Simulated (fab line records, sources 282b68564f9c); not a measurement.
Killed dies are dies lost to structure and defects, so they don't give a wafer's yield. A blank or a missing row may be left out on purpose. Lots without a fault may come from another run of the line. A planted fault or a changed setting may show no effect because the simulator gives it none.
fab line records | flow rit_cmos
record lots=6 wafers=18 last_day=7
route steps=202 shown NRETRO@60 PRETRO@64 M1@202
lots that met no fault: from a run of the same line without faults
start_h: hours from the record's first day to the start of the lot's first wafer shown | wait_h: hours since the lot's step before | " the same as in the row above | L1.1+2: a row that stands for several wafers | - no value, or no start given | * or withheld: withheld | < > ~ a bound
route shown NAME@n: a module of which the file shows steps, and the number in the route of the first | usual: mean/standard deviation of fault-free wafers | same: alike in all rows | chamber/n: place in a boat | sites: the reading at each site | _std_site: their standard deviation | _edge_site: outer sites' mean less inner sites' | radius_mm: how far each site lies from the wafer's centre | mask NAME#n: copy n | behind: the tool/chamber that last shaped the wafer | hold: why the lot was held/for how many hours/how that ended | device: the transistor (n, p or np) that didn't switch | end of line: the same wafers' tests at the end of the route | a step without rows: its recipe alone | killed: dies lost to structure and defects at the first sort, not the wafer's yield | map: a wafer's dies, x killed, . not, _ none there
set.NAME: the setting as run; set.NAME@STEP: as run at that earlier step | model.NAME: the simulator's own value behind a step, which no gauge read
lots at some steps of the route; a table a step, a row a wafer
services: from which hour (start_h, from the record's first day; less than 0 if before it) a tool's chamber was out of use, for how many hours, and why
## steps
# step RIT_NRETRO_HARDBAKE_07
# recipe resist=NOVOLAK temp_c=140 time_s=120
# step RIT_NRETRO_IMPLANT_08
# recipe species=P energy_kev=70 dose_cm2=1e+13 tilt_deg=7
# step RIT_NRETRO_STRIP_09
# recipe chemistry=O2 time_s=180 resist=NOVOLAK platen_temp_c=withheld power_w=500 pressure_mtorr=4000 o2_flow_sccm=4000
# usual drypump_motor_current_A=5.8/0.39
# columns lot.wafer tool chamber start_h wait_h drypump_motor_current_A rf_hours_counter_h
L812.1 plasma_asher-02 1 34.56 0.1 6.0 40
L812.5 " 1 " " 6.0 -
L812.6 " 0 " " 6.2 -
L818.3 plasma_asher-04 1 65.19 0.1 5.8 -
L818.5 " 1 " " 5.8 -
L818.6 " 0 " " 5.2 -
L823.1 plasma_asher-02 0 90.35 0.1 6.2 45
L823.4 " 1 " " 6.0 -
L823.5 " 1 " " 6.0 -
L825.1 plasma_asher-02 0 100.16 0.1 6.2 46
L825.4 " 1 " " 6.0 -
L825.5 " 0 " " 6.2 -
L830.1 plasma_asher-02 1 128.22 0.1 6.0 49
L830.2 " 0 " " 6.2 49
L830.6 " 1 " " 6.0 -
L834.1 plasma_asher-02 0 145.24 0.1 6.2 52
L834.2 " 1 " " 6.0 52
L834.5 " 0 " " 6.2 -
# step RIT_NRETRO_TW_MEAS_10
# usual NRETRO_TW=1051/6.9
# columns lot.wafer tool chamber start_h wait_h NRETRO_TW
L812.1 film_metro-02 - 34.74 0.1 1054
L812.5 " - " " 1049
L812.6 " - " " 1054
L818.3 film_metro-03 - 65.33 0.1 1057
L818.5 " - " " 1058
L818.6 " - " " 1053
L823.1 film_metro-02 - 90.53 0.1 1055
L823.4 " - " " 1058
L823.5 " - " " 1053
L825.1 film_metro-02 - 100.34 0.1 1058
L825.4 " - " " 1063
L825.5 " - " " 1061
L830.1 film_metro-02 - 128.40 0.1 1054
L830.2 " - " " 1062
L830.6 " - " " 1056
L834.1 film_metro-02 - 145.41 0.1 1057
L834.2 " - " " 1057
L834.5 " - " " 1054
# step RIT_PRETRO_HMDS_00
# recipe prime_time_s=60 prime_temp_c=140
# step RIT_PRETRO_COAT_01
# recipe resist=NOVOLAK spin_rpm=2000 resist_thk_nm=1300
# step RIT_PRETRO_SOFTBAKE_02
# recipe resist=NOVOLAK temp_c=90 time_s=60
# step RIT_PRETRO_EXPOSE_03
# recipe mask_id=M5 na=0.57 target_cd_nm=43700 dose_mj=250
# step RIT_PRETRO_PEB_04
# recipe resist=NOVOLAK temp_c=withheld time_s=withheld
# step RIT_PRETRO_DEVELOP_05
# recipe resist=NOVOLAK develop_time_s=68 dev_temp_c=23
# step RIT_PRETRO_OVL_MEAS_06
# usual PRETRO_OVL=1.0/1.3
# columns lot.wafer tool chamber start_h wait_h PRETRO_OVL[nm]
L812.1 overlay-02 - 35.80 - 0.3
L812.5 " - " " 2.5
L812.6 " - " " 2.1
L818.3 overlay-01 - 66.27 - 3.1
L818.5 " - " " 0.4
L818.6 " - " " 2.0
L823.1 overlay-02 - 91.59 - -0.5
L823.4 " - " " 2.4
L823.5 " - " " 0.5
L825.1 overlay-02 - 101.40 - 0.6
L825.4 " - " " -0.6
L825.5 " - " " 1.0
L830.1 overlay-01 - 129.46 - 2.5
L830.2 " - " " 1.6
L830.6 " - " " 2.0
L834.1 overlay-02 - 146.48 - 1.3
L834.2 " - " " 1.7
L834.5 " - " " 1.6
# step RIT_PRETRO_HARDBAKE_07
# recipe resist=NOVOLAK temp_c=140.9 time_s=120
# step RIT_PRETRO_IMPLANT_08
# recipe species=B energy_kev=45 dose_cm2=1.2e+13 tilt_deg=7
# usual beam_on_s=10.01/0.19 dose_ions_cm2=1.1999e+13/1.3e+10 faraday_current_uA=38.0/0.71 tilt_deg=7.001/0.021
# columns lot.wafer tool chamber start_h wait_h beam_on_s dose_ions_cm2 faraday_current_uA tilt_deg
L812.1 implanter-02 0 36.09 0.2 9.82 1.2011e+13 38.5 7.004
L812.5 " 0 " " 10.23 1.2021e+13 37.4 6.994
L812.6 " 0 " " 10.18 1.1997e+13 37.3 7.039
L818.3 implanter-03 0 66.59 0.2 9.85 1.1993e+13 38.9 6.999
L818.5 " 0 " " 10.25 1.2006e+13 37.0 7.003
L818.6 " 0 " " 10.18 1.2011e+13 37.4 6.987
L823.1 implanter-03 0 91.88 0.2 10.20 6.612e+12 20.5 6.968
L823.4 " 0 " " 9.76 6.597e+12 21.4 6.982
L823.5 " 0 " " 10.07 6.601e+12 20.8 6.970
L825.1 implanter-03 0 101.69 0.2 9.97 6.612e+12 21.0 6.999
L825.4 " 0 " " 10.07 6.594e+12 20.8 6.966
L825.5 " 0 " " 9.61 6.61e+12 21.7 7.013
L830.1 implanter-02 0 129.75 0.2 10.08 1.2012e+13 37.9 7.005
L830.2 " 0 " " 10.30 1.1991e+13 36.9 7.014
L830.6 " 0 " " 9.95 1.1986e+13 38.3 6.992
L834.1 implanter-01 0 146.76 0.2 9.97 1.2006e+13 38.1 7.022
L834.2 " 0 " " 10.04 1.1979e+13 37.9 6.997
L834.5 " 0 " " 9.98 1.1999e+13 38.0 7.032
# step RIT_PRETRO_STRIP_09
# recipe chemistry=O2 time_s=180 resist=NOVOLAK platen_temp_c=withheld power_w=500 pressure_mtorr=4000 o2_flow_sccm=4000
# usual drypump_motor_current_A=5.8/0.47
# columns lot.wafer tool chamber start_h wait_h drypump_motor_current_A rf_hours_counter_h
L812.1 plasma_asher-02 1 36.24 0.1 6.0 40
L812.5 " 0 " " 6.1 -
L812.6 " 1 " " 6.0 -
L818.3 plasma_asher-02 0 66.75 0.1 6.2 -
L818.5 " 1 " " 6.0 -
L818.6 " 0 " " 6.2 -
L823.1 plasma_asher-03 0 92.03 0.1 6.4 43
L823.4 " 0 " " 6.4 -
L823.5 " 1 " " 5.7 -
L825.1 plasma_asher-02 1 101.84 0.1 6.0 46
L825.4 " 1 " " 6.0 -
L825.5 " 1 " " 6.0 -
L830.1 plasma_asher-01 1 129.90 0.1 5.5 2
L830.2 " 0 " " 5.0 2
L830.6 " 1 " " 5.5 -
L834.1 plasma_asher-02 0 146.91 0.1 6.2 52
L834.2 " 1 " " 6.0 52
L834.5 " 0 " " 6.2 -
# step RIT_PRETRO_TW_MEAS_10
# usual PRETRO_TW=474/3.4
# columns lot.wafer tool chamber start_h wait_h hold PRETRO_TW
L812.1 film_metro-02 - 36.41 0.1 - 475
L812.5 " - " " - 477
L812.6 " - " " - 477
L818.3 film_metro-01 - 66.89 0.1 - 473
L818.5 " - " " - 473
L818.6 " - " " - 474
L823.1 film_metro-04 - 92.21 0.1 await_dispo/0.2h/release 393
L823.4 " - " " await_dispo/0.2h/release 391
L823.5 " - " " await_dispo/0.2h/release 393
L823.1 film_metro-04 - 92.43 0.2 - 391
L823.4 " - " " - 393
L823.5 " - " " - 393
L825.1 film_metro-01 - 102.01 0.1 await_dispo/0.2h/release 392
L825.4 " - " " await_dispo/0.2h/release 392
L825.5 " - " " await_dispo/0.2h/release 394
L825.1 film_metro-01 - 102.24 0.2 - 391
L825.4 " - " " - 390
L825.5 " - " " - 391
L830.1 film_metro-02 - 130.07 0.1 - 481
L830.2 " - " " - 478
L830.6 " - " " - 479
L834.1 film_metro-04 - 147.09 0.1 - 478
L834.2 " - " " - 475
L834.5 " - " " - 476
# step RIT_M1_PROBE_99
# usual killed_at_M0_to_M3=0.0/0.14 killed_at_front_end=7.3/2.9 killed_dies=7.3/3 killed_open=3.6/1.8 killed_short=3.7/2.1
# same gross_dies=264 killed_at_M4_up=0 killed_at_back_side=0 killed_at_contacts=0 killed_at_other=0
# columns lot.wafer tool chamber start_h wait_h killed_at_M0_to_M3 killed_at_front_end killed_dies killed_open killed_short
L812.1 prober-01 - 62.27 0.1 0 5 5 2 3
L812.5 prober-01 - 62.47 0.2 0 2 2 1 1
L812.6 prober-01 - 62.52 0.2 0 4 4 3 1
L818.3 prober-01 - 95.15 0.2 1 8 9 6 3
L818.5 prober-01 - 95.25 0.2 0 6 6 1 5
L818.6 prober-01 - 95.30 0.2 0 5 5 3 2
L823.1 prober-02 - 127.22 0.1 0 11 11 7 4
L823.4 prober-02 - 127.37 0.2 0 7 7 6 1
L823.5 prober-02 - 127.42 0.2 0 6 6 3 3
L825.1 prober-02 - 139.87 0.1 0 6 6 4 2
L825.4 prober-02 - 140.02 0.2 0 14 14 7 7
L825.5 prober-02 - 140.07 0.2 0 12 12 6 6
L830.1 prober-01 - 155.70 0.1 0 7 7 3 4
L830.2 prober-01 - 155.75 0.1 0 9 9 3 6
L830.6 prober-01 - 155.95 0.2 0 12 12 8 4
L834.1 prober-01 - 171.78 0.1 0 12 12 3 8
L834.2 prober-01 - 171.83 0.1 0 9 9 4 5
L834.5 prober-01 - 171.98 0.2 0 7 7 3 2
# killed by level:class
L812.1 FOX2:geometric_particle:short=1 GATE:geometric_particle:open=1 GATE:geometric_particle:short=1 REOX:geometric_particle:short=1 REOX:geometric_particle:open=1
L812.5 GATE:geometric_particle:short=1 GATE:geometric_particle:open=1
L812.6 FOX1:geometric_particle:open=1 GATE:geometric_particle:open=1 GATE:geometric_particle:short=1 SILICIDE:geometric_particle:open=1
L818.3 SPACER:geometric_particle:open=3 REOX:geometric_particle:open=2 ACTIVE:geometric_particle:short=1 GATE:geometric_particle:open=1 GATE:geometric_particle:short=1 M1:geometric_particle:short=1
L818.5 GATE:geometric_particle:short=4 FOX2:geometric_particle:short=1 SPACER:geometric_particle:open=1
L818.6 SPACER:geometric_particle:short=2 REOX:geometric_particle:open=1 SPACER:geometric_particle:open=1 SILICIDE:geometric_particle:open=1
L823.1 GATE:geometric_particle:open=3 SILICIDE:geometric_particle:short=2 FOX1:geometric_particle:open=1 FOX1:geometric_particle:short=1 FOX2:geometric_particle:open=1 GATE:geometric_particle:short=1 REOX:geometric_particle:open=1 SILICIDE:geometric_particle:open=1
L823.4 GATE:geometric_particle:open=3 FOX2:geometric_particle:open=2 GATE:geometric_particle:short=1 SPACER:geometric_particle:open=1
L823.5 SPACER:geometric_particle:short=2 SPACER:geometric_particle:open=2 FOX2:geometric_particle:short=1 GATE:geometric_particle:open=1
L825.1 GATE:geometric_particle:open=2 REOX:geometric_particle:short=2 REOX:geometric_particle:open=2
L825.4 GATE:geometric_particle:short=4 FOX1:geometric_particle:open=3 FOX2:geometric_particle:open=2 GATE:geometric_particle:open=2 SILICIDE:geometric_particle:short=2 FOX2:geometric_particle:short=1
L825.5 FOX2:geometric_particle:short=4 FOX1:geometric_particle:open=2 GATE:geometric_particle:open=1 GATE:geometric_particle:short=1 REOX:geometric_particle:open=1 SPACER:geometric_particle:open=1 SPACER:geometric_particle:short=1 SILICIDE:geometric_particle:open=1
L830.1 GATE:geometric_particle:open=2 REOX:geometric_particle:short=2 GATE:geometric_particle:short=1 REOX:geometric_particle:open=1 SPACER:geometric_particle:short=1
L830.2 GATE:geometric_particle:short=3 FOX1:geometric_particle:open=1 FOX2:geometric_particle:short=1 GATE:geometric_particle:open=1 REOX:geometric_particle:short=1 SPACER:geometric_particle:short=1 SPACER:geometric_particle:open=1
L830.6 FOX2:geometric_particle:open=4 FOX1:geometric_particle:short=1 FOX1:geometric_particle:open=1 FOX2:geometric_particle:short=1 GATE:geometric_particle:open=1 REOX:geometric_particle:short=1 SPACER:geometric_particle:short=1 SPACER:geometric_particle:open=1
L834.1 GATE:geometric_particle:short=4 FOX1:geometric_particle:short=1 FOX2:geometric_particle:short=1 FOX2:geometric_particle:open=1 GATE:geometric_particle:open=1 REOX:geometric_particle:open=1 REOX:geometric_particle:short=1 SILICIDE:geometric_particle:short=1
L834.2 GATE:geometric_particle:short=3 FOX1:geometric_particle:open=2 GATE:geometric_particle:open=2 FOX1:geometric_particle:short=1 SPACER:geometric_particle:short=1
L834.5 FOX1:geometric_particle:short=2 GATE:geometric_particle:open=2 NLDD:coat_microbubble_printed=2 SILICIDE:geometric_particle:open=1
## services
# columns tool chamber start_h hours kind
implanter-01 - 27.57 4.9 pm
plasma_asher-04 - 29.74 2.5 repair
implanter-03 - 34.26 3.4 repair
implanter-02 - 60.80 3.9 pm
implanter-01 - 77.97 2.8 repair
plasma_asher-01 - 108.75 9.0 pm
plasma_asher-01 0 108.75 9.0 vent_cycle
plasma_asher-01 1 108.75 9.0 vent_cycle
plasma_asher-01 0 117.75 - clean
plasma_asher-01 1 117.75 - clean
plasma_asher-03 - 127.60 15.7 repair
implanter-02 - 128.49 0.6 repair
implanter-02 - 143.28 3.6 repair
## key
first_sign step=RIT_PRETRO_IMPLANT_08 reading=dose_ions_cm2 direction=down sigmas=99+ usual=1.1999e+13 struck=6.604e+12
effect step=RIT_PRETRO_IMPLANT_08 reading=faraday_current_uA direction=down sigmas=24 usual=38.0 struck=21.0
effect step=RIT_PRETRO_TW_MEAS_10 reading=visit direction=added
effect step=RIT_PRETRO_TW_MEAS_10 reading=PRETRO_TW direction=down sigmas=24 usual=474 struck=392
met_at RIT_PRETRO_IMPLANT_08
struck_wafers L823.1,L823.4,L823.5,L825.1,L825.4,L825.5
tester_left_out L823,L825
onset_between 66.59 91.88
fault kind=process_parameter_drift tool=implanter-03 chamber=- onset_h=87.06 steps=RIT_PRETRO_IMPLANT_08 channel=dose_cm2 offset=-5.4e+12 shape=step end_h=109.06 acts_in=these_recipes_only stated=1.2e+13
# tester_left_out: of these lots the tester's yield and bins aren't shown, on N5 and GAA mostly nor the transistor test; their killed dies are dies lost to structure and defects alone, not to doping, threshold or leakage, so they don't give the yield
